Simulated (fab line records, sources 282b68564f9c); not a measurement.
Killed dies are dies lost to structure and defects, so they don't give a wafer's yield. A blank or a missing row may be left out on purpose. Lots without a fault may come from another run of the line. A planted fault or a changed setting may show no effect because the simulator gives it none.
Which tool did it? | flow rit_cmos | 15 lots, 45 wafers sampled, at 3 steps of a route of 202

WHAT THE GAUGES READ, wafer by wafer
RIT_M1_RS_MEAS_01: measures by four-point-probe.
lot  | measured    | on            | M1_AL_RS (ohm/sq)
L965 | day 3 09:31 | film_metro-02 | 0.0737 0.0724 0.0728
L966 | day 3 12:11 | film_metro-02 | 0.0734 0.0729 0.0734
L969 | day 4 04:04 | film_metro-01 | 0.0736 0.0725 0.0723
L970 | day 4 08:22 | film_metro-04 | 0.0738 0.0740 0.0738
L971 | day 4 13:02 | film_metro-01 | 0.0715 0.0723 0.0738
L972 | day 4 16:50 | film_metro-04 | 0.0747 0.0736 0.0739
L973 | day 5 02:07 | film_metro-04 | 0.0364 0.0360 0.0358
L975 | day 5 12:16 | film_metro-02 | 0.0732 0.0716 0.0730
L976 | day 5 15:03 | film_metro-04 | 0.0360 0.0361 0.0357
L980 | day 6 11:57 | film_metro-04 | 0.0369 0.0363 0.0367
L981 | day 6 17:00 | film_metro-02 | 0.0722 0.0732 0.0731
L984 | day 7 06:47 | film_metro-01 | 0.0737 0.0739 0.0732
L985 | day 7 14:19 | film_metro-01 | 0.0717 0.0714 0.0704
L986 | day 7 15:58 | film_metro-02 | 0.0739 0.0738 0.0739
L987 | day 8 02:07 | film_metro-04 | 0.0718 0.0723 0.0726

RIT_M1_THK_MEAS_02: measures by xrf.
lot  | measured    | on            | M1_AL_THK (nm)
L965 | day 3 09:38 | film_metro-02 | 399 405 405
L966 | day 3 12:18 | film_metro-02 | 401 401 399
L969 | day 4 04:11 | film_metro-01 | 393 399 399
L970 | day 4 08:29 | film_metro-04 | 395 394 394
L971 | day 4 13:09 | film_metro-01 | 402 400 391
L972 | day 4 16:58 | film_metro-04 | 391 396 394
L973 | day 5 02:18 | film_metro-04 | 787 801 798
L975 | day 5 12:23 | film_metro-02 | 400 410 401
L976 | day 5 15:10 | film_metro-04 | 797 801 804
L980 | day 6 12:03 | film_metro-04 | 782 790 781
L981 | day 6 17:07 | film_metro-02 | 412 404 404
L984 | day 7 06:53 | film_metro-01 | 395 392 398
L985 | day 7 14:26 | film_metro-01 | 407 408 414
L986 | day 7 16:05 | film_metro-02 | 399 398 398
L987 | day 8 02:13 | film_metro-04 | 404 401 400

WHICH TOOL RAN EACH LOT (tool, then ch and the chambers of the sampled wafers, then the start)
lot  | RIT_M1_SPUTTER_00
L965 | pvd_sputter-04, day 3 09:14
L966 | pvd_sputter-01, day 3 11:53
L969 | pvd_sputter-04, day 4 03:46
L970 | pvd_sputter-01, day 4 08:04
L971 | pvd_sputter-04, day 4 12:44
L972 | pvd_sputter-01, day 4 16:33
L973 | pvd_sputter-04, day 5 01:19
L975 | pvd_sputter-04, day 5 11:58
L976 | pvd_sputter-02, day 5 14:17
L980 | pvd_sputter-01, day 6 11:09
L981 | pvd_sputter-04, day 6 16:43
L984 | pvd_sputter-01, day 7 06:26
L985 | pvd_sputter-04, day 7 14:01
L986 | pvd_sputter-01, day 7 15:40
L987 | pvd_sputter-04, day 8 01:46
- RIT_M1_SPUTTER_00: material Al, target thk 400 nm, time 500 s.

WHAT THE TOOLS THEMSELVES READ (means of the sampled wafers that have a number; where no wafer has one, the mark that the record gives instead)
RIT_M1_SPUTTER_00.
lot  | tool           | cathode_dc_power_W (W) | throttle_valve_pct (%)
L965 | pvd_sputter-04 | 1999.9                 | 30.7
L966 | pvd_sputter-01 | 2000.1                 | 29.6
L969 | pvd_sputter-04 | 1999.9                 | 30.1
L970 | pvd_sputter-01 | 2000.1                 | 29.9
L971 | pvd_sputter-04 | 1999.9                 | 29.8
L972 | pvd_sputter-01 | 2000.1                 | 28.7
L973 | pvd_sputter-04 | 2000.1                 | 29.8
L975 | pvd_sputter-04 | 2000.0                 | 30.7
L976 | pvd_sputter-02 | 1999.9                 | 29.9
L980 | pvd_sputter-01 | 2000.0                 | 28.6
L981 | pvd_sputter-04 | 2000.2                 | 30.4
L984 | pvd_sputter-01 | 1999.9                 | 29.1
L985 | pvd_sputter-04 | 2000.2                 | 29.9
L986 | pvd_sputter-01 | 2000.1                 | 29.7
L987 | pvd_sputter-04 | 1999.6                 | 29.8

THE ANSWER, worked out from the rows above alone
Rule: what is usual is taken from the lots themselves. Put in order of their means at a reading, lots are off if they are a third of the lots or fewer, leave a main group of 4 or more, and stand apart from it by a gap of 3 or more times the standard deviation of the main group's means; of several such gaps the widest counts. A main group whose means are all the same, to the digits that the tables above print for the reading, isn't used. A lot without any number at a reading at which 4 lots or more have one is off too. The other lots that the step has rows for count as sound. The gauges are gone through in route order, then the tools' own readings, and for those a lot's mean is taken as printed above. The first step at which some lot is off is used, and at that step the reading that is off furthest; a lot without a number counts as furthest.
Off: L973, L976, L980, at RIT_M1_RS_MEAS_01 (M1_AL_RS). The main group: mean 0.0730 ohm/sq, standard deviation 0.00079.
A tool fits if, at a process step before that reading, it ran every lot that is off, and no sound lot after the first of them. The gauges at RIT_M1_RS_MEAS_01 are tried like those tools. None of those tried fits.

WHAT THE SIMULATOR HAD PUT IN
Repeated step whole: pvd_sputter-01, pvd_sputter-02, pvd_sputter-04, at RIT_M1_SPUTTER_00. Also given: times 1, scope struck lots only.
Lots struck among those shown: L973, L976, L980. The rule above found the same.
